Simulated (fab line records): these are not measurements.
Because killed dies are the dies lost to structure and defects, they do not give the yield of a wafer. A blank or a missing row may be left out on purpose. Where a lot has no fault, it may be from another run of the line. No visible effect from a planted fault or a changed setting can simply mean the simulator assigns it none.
Which tool is to blame? :: flow rit cmos :: 10 lots with 30 wafers sampled at 3 steps, on a route of 202 steps

WHAT THE GAUGES SHOWED, per wafer
RIT_GATE_THK_MEAS_09.
lot: L633
measured: day 2 16:55
on: film metro-03
GATE_POLY_THK (nm): 250.7 251.8 251.7

lot: L634
measured: day 3 00:44
on: film metro-03
GATE_POLY_THK (nm): 251.3 252.8 251.2

lot: L635
measured: day 3 03:38
on: film metro-04
GATE_POLY_THK (nm): 247.7 246.3 246.2

lot: L636
measured: day 3 03:46
on: film metro-01
GATE_POLY_THK (nm): 251.6 248.3 250.4

lot: L637
measured: day 3 16:12
on: film metro-03
GATE_POLY_THK (nm): 248.3 251.3 250.7

lot: L638
measured: day 3 17:50
on: film metro-01
GATE_POLY_THK (nm): 249.0 249.6 250.0

lot: L639
measured: day 3 23:23
on: film metro-04
GATE_POLY_THK (nm): 250.0 251.8 249.5

lot: L641
measured: day 4 06:59
on: film metro-03
GATE_POLY_THK (nm): 253.5 254.5 253.3

lot: L644
measured: day 4 23:26
on: film metro-04
GATE_POLY_THK (nm): 198.7 199.0 200.7

lot: L646
measured: day 5 07:23
on: film metro-03
GATE_POLY_THK (nm): 252.8 251.4 252.1

WHICH TOOL RAN EACH LOT (tool, then ch and the chambers of the sampled wafers, then the start)
lot: L633
RIT_ACTIVE_STRIP_14: plasma asher-03 ch 0,1, day 1 16:43
RIT_GATE_CVD_08: lpcvd-01 ch 0, day 2 15:16

lot: L634
RIT_ACTIVE_STRIP_14: plasma asher-04 ch 0,1, day 1 21:54
RIT_GATE_CVD_08: lpcvd-02 ch 0, day 2 22:18

lot: L635
RIT_ACTIVE_STRIP_14: plasma asher-04 ch 0,1, day 2 02:15
RIT_GATE_CVD_08: lpcvd-01 ch 0, day 3 02:01

lot: L636
RIT_ACTIVE_STRIP_14: plasma asher-01 ch 0,1, day 2 06:48
RIT_GATE_CVD_08: lpcvd-02 ch 0, day 3 02:08

lot: L637
RIT_ACTIVE_STRIP_14: plasma asher-03 ch 0,1, day 2 11:13
RIT_GATE_CVD_08: lpcvd-02 ch 1, day 3 14:35

lot: L638
RIT_ACTIVE_STRIP_14: plasma asher-03 ch 0,1, day 2 16:26
RIT_GATE_CVD_08: lpcvd-02 ch 0, day 3 16:12

lot: L639
RIT_ACTIVE_STRIP_14: plasma asher-04 ch 0,1, day 2 23:44
RIT_GATE_CVD_08: lpcvd-02 ch 1, day 3 21:45

lot: L641
RIT_ACTIVE_STRIP_14: plasma asher-01 ch 0,1, day 3 06:59
RIT_GATE_CVD_08: lpcvd-01 ch 1, day 4 05:22

lot: L644
RIT_ACTIVE_STRIP_14: plasma asher-01 ch 0,1, day 3 21:58
RIT_GATE_CVD_08: lpcvd-02 ch 0, day 4 21:49

lot: L646
RIT_ACTIVE_STRIP_14: plasma asher-04 ch 1, day 4 08:02
RIT_GATE_CVD_08: lpcvd-01 ch 1, day 5 05:46
- RIT_ACTIVE_STRIP_14: strips in O2, time 180 s.
- RIT_GATE_CVD_08: deposits poly-Si from SiH4, target thk 250 nm, time 2220 s.

THE ANSWER, worked out from the rows above alone
Rule: what is usual is taken from the lots themselves. Put in order of their means at a reading, lots are off if they are a third of the lots or fewer, leave a main group of 4 or more, and stand apart from it by a gap of 3 or more times the standard deviation of the main group's means; of several such gaps the widest counts. A main group whose means are all the same, to the digits that the tables above print for the reading, isn't used. A lot without any number at a reading at which 4 lots or more have one is off too. All remaining lots with rows at the step are treated as sound.
Off: L644, seen at RIT_GATE_THK_MEAS_09 (GATE_POLY_THK). Main group: mean 250.7 nm, sd 1.9.
A tool fits if, at a process step before that reading, it ran every lot that is off, and no sound lot after the first of them. The gauges at RIT_GATE_THK_MEAS_09 are tried like those tools. Can't be told from this: 3 tools fit, plasma asher-01 at RIT_ACTIVE_STRIP_14, lpcvd-02 at RIT_GATE_CVD_08, film metro-04 at RIT_GATE_THK_MEAS_09.

WHAT HAD BEEN PUT IN BY THE SIMULATOR
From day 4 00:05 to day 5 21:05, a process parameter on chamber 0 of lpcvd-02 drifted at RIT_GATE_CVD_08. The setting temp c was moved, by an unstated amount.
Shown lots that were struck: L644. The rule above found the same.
